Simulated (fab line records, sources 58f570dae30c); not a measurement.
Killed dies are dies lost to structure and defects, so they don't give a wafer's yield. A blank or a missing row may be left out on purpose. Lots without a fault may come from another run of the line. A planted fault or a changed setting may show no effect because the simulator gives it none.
Problem report in the 8D (eight disciplines) form, filled by code | flow berkeley_cmos170 | the parts of the form that need people (team, actions taken, sign-off) are left out

1. THE PROBLEM
NLDD_TW at UCB170_NLDD_TW_MEAS_11 reads a mean of 2103 on 6 wafers of 2 lots; wafers without a fault read 2224 with a standard deviation of 11. That is -11 standard deviations from the usual mean.
First seen on wafer L677.3, day 9 17:26, on film_metro-01. The record holds 42 wafers of 14 lots with a number at this step. Rule for "out", or "out of limits": more than 4 standard deviations from the usual mean. The other wafers with a number count as sound.

2. WHAT IT IS AND WHAT IT IS NOT
question                    | is                           | is not
which readings at this step | NLDD_TW                      | -
which lots                  | L677, L679                   | L666, L667, L668, L669, L670, L671, L672, L673, L675, L676, L687, L689
which wafers of those lots  | all that have a number       | -
read on which gauges        | film_metro-01, film_metro-02 | film_metro-04
when                        | from day 9 17:26             | up to then (27 sound wafers); but 9 sound wafers of L676, L687, L689 came after

3. SUSPECTS, AND WHAT RULES EACH OUT
Counting: a tool at a process step up to the reading stays a suspect if it ran every lot that is out and no sound lot after the first of them.
- the gauge at UCB170_NLDD_TW_MEAS_11: ruled out. The wafers that are out were read on 2 gauges (film_metro-01, film_metro-02).
- implanter-02 at UCB170_NLDD_IMPLANT_08: kept. It ran every lot that is out, first L677 (day 9 17:02), and no sound lot after that; its last sound lot up to then is L672 (day 8 14:46). Its own readings are out on those wafers: dose_ions_cm2, faraday_current_uA.
Left after counting: implanter-02 at UCB170_NLDD_IMPLANT_08.

4. THE CAUSE (what the simulator had put in)
Process parameter drift: implanter-02, from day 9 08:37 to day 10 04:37, at UCB170_NLDD_IMPLANT_08. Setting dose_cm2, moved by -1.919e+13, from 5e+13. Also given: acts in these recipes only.
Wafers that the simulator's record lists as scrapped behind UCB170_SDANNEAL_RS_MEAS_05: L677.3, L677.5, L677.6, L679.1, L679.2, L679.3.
Counting left only this tool.

5. THE CHAIN OF EFFECTS, in route order
Each row: a reading whose mean over the struck wafers that have a number lies more than 3 standard deviations from the usual. Only readings for which the record gives a usual standard deviation are gone through. hours: the time from each lot's start at the first step in this table that gives one to its start at this step, as a median over the lots. sigmas: the change in usual standard deviations.
hours | step                       | reading            | usual        | on struck wafers | change     | sigmas
0     | UCB170_NLDD_IMPLANT_08     | dose_ions_cm2      | 4.999e+13    | 3.082e+13        | -1.916e+13 | -99 or more
0     | UCB170_NLDD_IMPLANT_08     | faraday_current_uA | 158.5        | 97.9             | -60.6      | -20
0     | UCB170_NLDD_TW_MEAS_11     | NLDD_TW            | 2224         | 2103             | -121       | -11
12    | UCB170_SDANNEAL_RS_MEAS_05 | NLDD_RS            | 613.4 ohm/sq | 708.4            | +95.0      | +56
The process steps in it:
- UCB170_NLDD_IMPLANT_08

6. WHAT WOULD HAVE CAUGHT IT SOONER
In this record the first reading out of limits at a measuring or inspecting step was taken at day 9 17:26, 9 hours after the fault began at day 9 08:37.
The tool's own readings at UCB170_NLDD_IMPLANT_08 were out on every struck wafer that the step has a row for (dose_ions_cm2, faraday_current_uA): an alarm limit on them would have fired on the first of those.
Of the lots that are out (2), L679 began UCB170_NLDD_IMPLANT_08 on implanter-02 after day 9 17:26. A hold on the tool at that time would have spared it.
